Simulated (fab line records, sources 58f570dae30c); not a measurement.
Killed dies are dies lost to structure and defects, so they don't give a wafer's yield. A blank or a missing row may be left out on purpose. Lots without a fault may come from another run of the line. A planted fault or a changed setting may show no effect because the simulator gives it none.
fab line records | flow berkeley_cmos170
record lots=16 wafers=48 last_day=13
route steps=331 shown NWELL@16 PWELL@37 GATE@130 CONTACT@232
lots that met no fault: from a run of the same line without faults
start_h: hours from the record's first day to the start of the lot's first wafer shown | wait_h: hours since the lot's step before | " the same as in the row above | L1.1+2: a row that stands for several wafers | - no value, or no start given | * or withheld: withheld | < > ~ a bound
route shown NAME@n: a module of which the file shows steps, and the number in the route of the first | usual: mean/standard deviation of fault-free wafers | same: alike in all rows | chamber/n: place in a boat | sites: the reading at each site | _std_site: their standard deviation | _edge_site: outer sites' mean less inner sites' | radius_mm: how far each site lies from the wafer's centre | mask NAME#n: copy n | behind: the tool/chamber that last shaped the wafer | hold: why the lot was held/for how many hours/how that ended | device: the transistor (n, p or np) that didn't switch | end of line: the same wafers' tests at the end of the route | a step without rows: its recipe alone | killed: dies lost to structure and defects at the first sort, not the wafer's yield | map: a wafer's dies, x killed, . not, _ none there
set.NAME: the setting as run; set.NAME@STEP: as run at that earlier step | model.NAME: the simulator's own value behind a step, which no gauge read
steps of the route over a sample of lots; a table a step, a row a wafer
services: from which hour (start_h, from the record's first day; less than 0 if before it) a tool's chamber was out of use, for how many hours, and why
## steps
# step UCB170_NWELL_THK_MEAS_02
# recipe reads=SiO2_of_NWELL_OXIDATION_01
# usual NWELL_OXIDE_THK=26.4/0.51
# columns lot.wafer tool chamber start_h wait_h NWELL_OXIDE_THK[nm]
L374.1 film_metro-03 - 28.87 0.0 26.8
L374.5 " - " " 26.5
L374.6 " - " " 26.2
L373.3 film_metro-04 - 28.89 0.0 26.8
L373.5 " - " " 27.1
L373.6 " - " " 26.8
L375.1 film_metro-04 - 36.03 0.0 26.1
L375.3 " - " " 25.0
L375.6 " - " " 25.7
L379.1 film_metro-04 - 53.93 0.0 25.8
L379.2 " - " " 25.6
L379.6 " - " " 26.1
L378.3 film_metro-03 - 53.95 0.0 26.5
L378.4 " - " " 26.4
L378.5 " - " " 26.4
L381.3 film_metro-04 - 62.92 0.0 27.0
L381.4 " - " " 26.7
L381.5 " - " " 26.9
L382.2 film_metro-02 - 72.47 0.0 27.6
L382.4 " - " " 27.2
L382.6 " - " " 27.3
L386.1 film_metro-03 - 90.08 0.1 25.7
L386.2 " - " " 25.7
L386.6 " - " " 26.0
L387.3 film_metro-04 - 90.10 0.1 26.3
L387.5 " - " " 26.3
L387.6 " - " " 26.5
L385.2 film_metro-02 - 90.13 0.1 25.7
L385.4 " - " " 25.3
L385.5 " - " " 25.4
L388.1 film_metro-02 - 102.64 0.0 26.2
L388.5 " - " " 26.6
L388.6 " - " " 26.7
L391.1 film_metro-02 - 120.22 0.0 26.0
L391.2 " - " " 25.7
L391.3 " - " " 25.6
L392.2 film_metro-03 - 120.23 0.0 25.9
L392.4 " - " " 25.9
L392.6 " - " " 25.6
L393.1 film_metro-04 - 127.68 0.0 27.0
L393.3 " - " " 27.0
L393.6 " - " " 26.8
L395.1 film_metro-03 - 139.97 0.0 26.4
L395.3 " - " " 26.4
L395.4 " - " " 26.5
L396.1 film_metro-02 - 139.97 0.0 27.0
L396.3 " - " " 26.7
L396.6 " - " " 26.6
# step UCB170_PWELL_THK_MEAS_03
# recipe reads=SiO2_of_PWELL_OXIDATION_02
# usual PWELL_OXIDE_THK=26.3/0.47
# columns lot.wafer tool chamber start_h wait_h PWELL_OXIDE_THK[nm]
L374.1 film_metro-03 - 45.75 0.0 26.5
L374.5 " - " " 26.7
L374.6 " - " " 26.2
L373.3 film_metro-04 - 45.77 0.0 26.3
L373.5 " - " " 26.2
L373.6 " - " " 26.2
L375.1 film_metro-04 - 55.55 0.0 26.7
L375.3 " - " " 26.4
L375.6 " - " " 26.4
L379.1 film_metro-01 - 73.64 0.0 26.6
L379.2 " - " " 26.8
L379.6 " - " " 26.6
L378.3 film_metro-03 - 73.66 0.0 26.4
L378.4 " - " " 26.6
L378.5 " - " " 26.5
L381.3 film_metro-03 - 82.43 0.0 26.0
L381.4 " - " " 25.7
L381.5 " - " " 25.5
L382.2 film_metro-04 - 91.38 0.0 25.9
L382.4 " - " " 25.5
L382.6 " - " " 25.6
L386.1 film_metro-04 - 108.85 0.0 26.6
L386.2 " - " " 26.7
L386.6 " - " " 26.4
L385.2 film_metro-03 - 108.86 0.0 26.4
L385.4 " - " " 26.1
L385.5 " - " " 26.5
L387.3 film_metro-01 - 108.87 0.0 26.5
L387.5 " - " " 26.3
L387.6 " - " " 26.3
L388.1 film_metro-01 - 121.57 0.0 25.6
L388.5 " - " " 26.2
L388.6 " - " " 26.1
L391.1 film_metro-04 - 140.06 0.0 26.2
L391.2 " - " " 25.9
L391.3 " - " " 25.7
L392.2 film_metro-03 - 140.07 0.0 26.1
L392.4 " - " " 26.4
L392.6 " - " " 26.0
L393.1 film_metro-01 - 145.68 0.0 25.8
L393.3 " - " " 26.2
L393.6 " - " " 26.3
L395.1 film_metro-04 - 157.73 0.0 26.2
L395.3 " - " " 26.4
L395.4 " - " " 26.2
L396.1 film_metro-03 - 157.73 0.0 26.7
L396.3 " - " " 26.8
L396.6 " - " " 26.6
# step UCB170_GATE_CVD_04
# recipe material=poly-Si temp_c=610 precursor=SiH4 time_s=1440 pressure_mtorr=375 target_thk_nm=214 sih4_flow_sccm=120
# usual sih4_flow_sccm=120.01/0.29
# columns lot.wafer tool chamber start_h wait_h sih4_flow_sccm
L373.3 lpcvd-02 0 138.71 0.0 120.19
L373.5 " 0 " " 119.38
L373.6 " 0 " " 119.78
L374.1 lpcvd-02 1 138.71 0.0 120.16
L374.5 " 1 " " 119.62
L374.6 " 1 " " 120.17
L375.1 lpcvd-02 1 150.18 0.0 119.95
L375.3 " 1 " " 120.02
L375.6 " 1 " " 119.67
L378.3 lpcvd-01 1 172.44 1.2 120.24
L378.4 " 1 " " 120.50
L378.5 " 1 " " 120.33
L379.1 lpcvd-01 1 172.44 1.2 120.64
L379.2 " 1 " " 119.51
L379.6 " 1 " " 119.86
L381.3 lpcvd-02 1 183.97 0.0 119.62
L381.4 " 1 " " 120.37
L381.5 " 1 " " 119.57
L382.2 lpcvd-02 0 183.97 0.0 120.29
L382.4 " 0 " " 120.58
L382.6 " 0 " " 120.42
L385.2 lpcvd-01 1 217.28 0.0 120.04
L385.4 " 1 " " 119.86
L385.5 " 1 " " 120.06
L386.1 lpcvd-01 0 217.28 0.0 120.06
L386.2 " 0 " " 119.97
L386.6 " 0 " " 120.13
L387.3 lpcvd-01 0 217.28 0.0 119.99
L387.5 " 0 " " 120.00
L387.6 " 0 " " 119.38
L388.1 lpcvd-01 1 217.28 0.0 119.83
L388.5 " 1 " " 120.11
L388.6 " 1 " " 120.30
L392.2 lpcvd-02 0 235.67 0.4 119.48
L392.4 " 0 " " 120.08
L392.6 " 0 " " 120.00
L391.1 lpcvd-02 0 246.17 0.0 119.59
L391.2 " 0 " " 119.86
L391.3 " 0 " " 119.66
L393.1 lpcvd-02 1 246.17 0.0 120.04
L393.3 " 1 " " 119.97
L393.6 " 1 " " 120.21
L395.1 lpcvd-02 1 262.04 0.1 120.15
L395.3 " 1 " " 120.18
L395.4 " 1 " " 120.06
L396.1 lpcvd-02 1 262.04 0.1 119.76
L396.3 " 1 " " 120.27
L396.6 " 1 " " 120.03
# step UCB170_GATE_THK_MEAS_05
# recipe reads=poly-Si_of_GATE_CVD_04
# usual GATE_POLY_THK=215.4/1.8
# columns lot.wafer tool chamber start_h wait_h GATE_POLY_THK[nm]
L374.1 film_metro-04 - 140.12 0.0 215.2
L374.5 " - " " 216.0
L374.6 " - " " 216.3
L373.3 film_metro-02 - 140.13 0.0 214.3
L373.5 " - " " 215.9
L373.6 " - " " 216.0
L375.1 film_metro-02 - 151.59 0.0 216.4
L375.3 " - " " 218.0
L375.6 " - " " 215.8
L379.1 film_metro-02 - 173.84 0.0 211.7
L379.2 " - " " 212.3
L379.6 " - " " 212.0
L378.3 film_metro-04 - 173.92 0.1 213.9
L378.4 " - " " 212.1
L378.5 " - " " 213.5
L382.2 film_metro-04 - 185.38 0.0 215.8
L382.4 " - " " 220.2
L382.6 " - " " 217.6
L381.3 film_metro-01 - 185.39 0.0 216.4
L381.4 " - " " 216.1
L381.5 " - " " 216.2
L386.1 film_metro-02 - 218.68 0.0 188.0
L386.2 " - " " 186.9
L386.6 " - " " 183.6
L388.1 film_metro-04 - 218.68 0.0 187.0
L388.5 " - " " 188.7
L388.6 " - " " 189.3
L387.3 film_metro-01 - 218.70 0.0 186.0
L387.5 " - " " 184.0
L387.6 " - " " 188.5
L385.2 film_metro-02 - 218.75 0.1 190.0
L385.4 " - " " 188.0
L385.5 " - " " 189.3
L392.2 film_metro-04 - 237.08 0.0 217.1
L392.4 " - " " 216.0
L392.6 " - " " 217.9
L393.1 film_metro-02 - 247.57 0.0 215.2
L393.3 " - " " 213.7
L393.6 " - " " 215.5
L391.1 film_metro-02 - 247.63 0.1 215.8
L391.2 " - " " 215.5
L391.3 " - " " 216.5
L395.1 film_metro-01 - 263.44 0.0 219.6
L395.3 " - " " 218.8
L395.4 " - " " 218.4
L396.1 film_metro-02 - 263.44 0.0 217.0
L396.3 " - " " 218.3
L396.6 " - " " 217.1
# step UCB170_GATE_ETCH_15
# recipe chemistry=HBr/Cl2 target=poly-Si stop_on=SiO2 over_etch_frac=0.3 icp_w=300 bias_w=150 time_s=56.3 pressure_mtorr=15 HBr_flow_sccm=150 Cl2_flow_sccm=50 target_depth_a=2782
# usual drypump_motor_current_A=5.8/0.49 oes_product_au=0.839/0.011 throttle_valve_pct=26.56/0.15
# same time_s=56.3
# columns lot.wafer tool chamber start_h wait_h drypump_motor_current_A oes_product_au rf_hours_counter_h throttle_valve_pct
L373.3 rie_si-02 3 141.67 - 6.0 0.834 33 26.69
L373.5 " 2 " " 5.6 0.848 - 26.81
L373.6 " 1 " " 5.9 0.827 - 26.56
L374.1 rie_si-02 3 142.22 - 6.0 0.850 33 26.70
L374.5 " 3 " " 6.0 0.849 - 26.70
L374.6 " 1 " " 5.8 0.825 - 26.56
L375.1 rie_si-01 3 153.36 - 6.2 0.851 53 26.57
L375.3 " 0 " " 5.0 0.848 1 26.50
L375.6 " 3 " " 6.2 0.842 - 26.58
L378.3 rie_si-01 3 175.71 - 6.2 0.833 54 26.59
L378.4 " 1 " " 5.6 0.834 32 26.29
L378.5 " 2 " " 5.3 0.858 - 26.45
L379.1 rie_si-02 2 175.77 - 5.6 0.833 2 26.80
L379.2 " 3 " " 6.0 0.831 33 26.68
L379.6 " 3 " " 6.0 0.838 - 26.67
L382.2 rie_si-01 3 186.47 - 6.2 0.848 54 26.58
L382.4 " 1 " " 5.6 0.849 32 26.31
L382.6 " 3 " " 6.2 0.842 - 26.57
L381.3 rie_si-02 3 186.71 - 6.0 0.854 33 26.69
L381.4 " 2 " " 5.6 0.842 2 26.83
L381.5 " 0 " " 6.7 0.832 - 26.48
L386.1 rie_si-01 0 220.03 - 5.0 0.758 2 26.49
L386.2 " 3 " " 6.2 0.768 54 26.58
L386.6 " 0 " " 5.0 0.754 - 26.51
L388.1 rie_si-02 1 220.24 - 5.8 0.750 93 26.56
L388.5 " 3 " " 6.0 0.778 - 26.70
L388.6 " 0 " " 6.8 0.771 - 26.50
L387.3 rie_si-01 2 220.26 - 5.3 0.772 4 26.46
L387.5 " 2 " " 5.3 0.773 - 26.44
L387.6 " 3 " " 6.3 0.775 - 26.58
L385.2 rie_si-02 3 220.70 - 6.0 0.785 33 26.69
L385.4 " 2 " " 5.6 0.772 2 26.84
L385.5 " 1 " " 5.9 0.749 - 26.55
L392.2 rie_si-02 0 238.52 - 6.7 0.833 0 26.52
L392.4 " 1 " " 5.8 0.827 - 26.54
L392.6 " 2 " " 5.6 0.848 - 26.83
L393.1 rie_si-01 2 249.00 - 5.3 0.853 4 26.43
L393.3 " 3 " " 6.2 0.835 54 26.57
L393.6 " 0 " " 5.0 0.832 - 26.49
L391.1 rie_si-01 0 249.12 - 5.0 0.842 2 26.49
L391.2 " 3 " " 6.2 0.843 54 26.58
L391.3 " 2 " " 5.2 0.862 4 26.46
L396.1 rie_si-01 2 264.80 - 5.3 0.855 5 26.44
L396.3 " 1 " " 5.6 0.846 32 26.31
L396.6 " 1 " " 5.5 0.842 - 26.30
L395.1 rie_si-02 1 265.08 - 5.8 0.834 93 26.55
L395.3 " 3 " " 6.0 0.847 33 26.68
L395.4 " 0 " " 6.8 0.835 0 26.47
# step UCB170_CONTACT_OVL_MEAS_16
# usual CONTACT_OVL=0/4.7
# columns lot.wafer tool chamber start_h wait_h CONTACT_OVL[nm]
L373.3 overlay-01 - 167.84 0.1 5
L373.5 " - " " -2
L373.6 " - " " 7
L374.1 overlay-02 - 167.91 0.1 -9
L374.5 " - " " -9
L374.6 " - " " -2
L375.1 overlay-02 - 176.65 0.1 0
L375.3 " - " " -5
L375.6 " - " " -4
L378.3 overlay-02 - 199.76 0.1 -2
L378.4 " - " " -8
L378.5 " - " " 0
L379.1 overlay-01 - 200.16 0.1 -14
L379.2 " - " " -4
L379.6 " - " " -6
L381.3 overlay-02 - 208.21 0.1 4
L381.4 " - " " -5
L381.5 " - " " -3
L382.2 overlay-01 - 208.86 0.1 1
L382.4 " - " " 4
L382.6 " - " " 1
L386.1 overlay-02 - 239.52 0.1 1
L386.2 " - " " -1
L386.6 " - " " 3
L388.1 overlay-02 - 241.32 0.1 0
L388.5 " - " " 4
L388.6 " - " " -7
L387.3 overlay-01 - 241.66 0.1 1
L387.5 " - " " -5
L387.6 " - " " -4
L385.2 overlay-02 - 242.05 0.1 8
L385.4 " - " " 6
L385.5 " - " " 1
L392.2 overlay-01 - 259.85 0.1 2
L392.4 " - " " 0
L392.6 " - " " -2
L393.1 overlay-01 - 270.03 0.1 1
L393.3 " - " " -3
L393.6 " - " " 2
L391.1 overlay-02 - 272.89 0.1 5
L391.2 " - " " -6
L391.3 " - " " -6
L396.1 overlay-02 - 285.27 0.1 0
L396.3 " - " " -1
L396.6 " - " " 3
L395.1 overlay-01 - 299.83 0.1 0
L395.3 " - " " 0
L395.4 " - " " -5
## services
# columns tool chamber start_h hours kind
rie_si-01 - 123.75 0.6 repair
rie_si-02 0 136.76 15.8 repair
rie_si-02 0 152.52 - clean
rie_si-02 0 152.52 25.3 scheduled_down
rie_si-02 0 152.52 25.3 vent_cycle
rie_si-01 2 220.87 3.3 repair
rie_si-02 0 225.37 1.3 repair
rie_si-02 3 235.60 8.0 repair
## key
first_sign step=UCB170_GATE_THK_MEAS_05 reading=GATE_POLY_THK direction=down sigmas=16 usual=215.4 struck=187.4
effect step=UCB170_GATE_ETCH_15 reading=oes_product_au direction=down sigmas=6.6 usual=0.839 struck=0.767
met_at UCB170_GATE_CVD_04
struck_lots L385,L386,L387,L388
tester_left_out L385,L386,L387,L388
not_acting_at UCB170_NWELL_THK_MEAS_02,UCB170_PWELL_THK_MEAS_03,UCB170_CONTACT_OVL_MEAS_16
onset_between 172.44 217.28
fault kind=process_parameter_drift tool=lpcvd-01 chamber=- onset_h=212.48 steps=UCB170_GATE_CVD_04 channel=target_thk_nm offset=-27.82 shape=step end_h=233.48 acts_in=these_recipes_only stated=214
# tester_left_out: of these lots the tester's yield and bins aren't shown, on N5 and GAA mostly nor the transistor test; their killed dies are dies lost to structure and defects alone, not to doping, threshold or leakage, so they don't give the yield
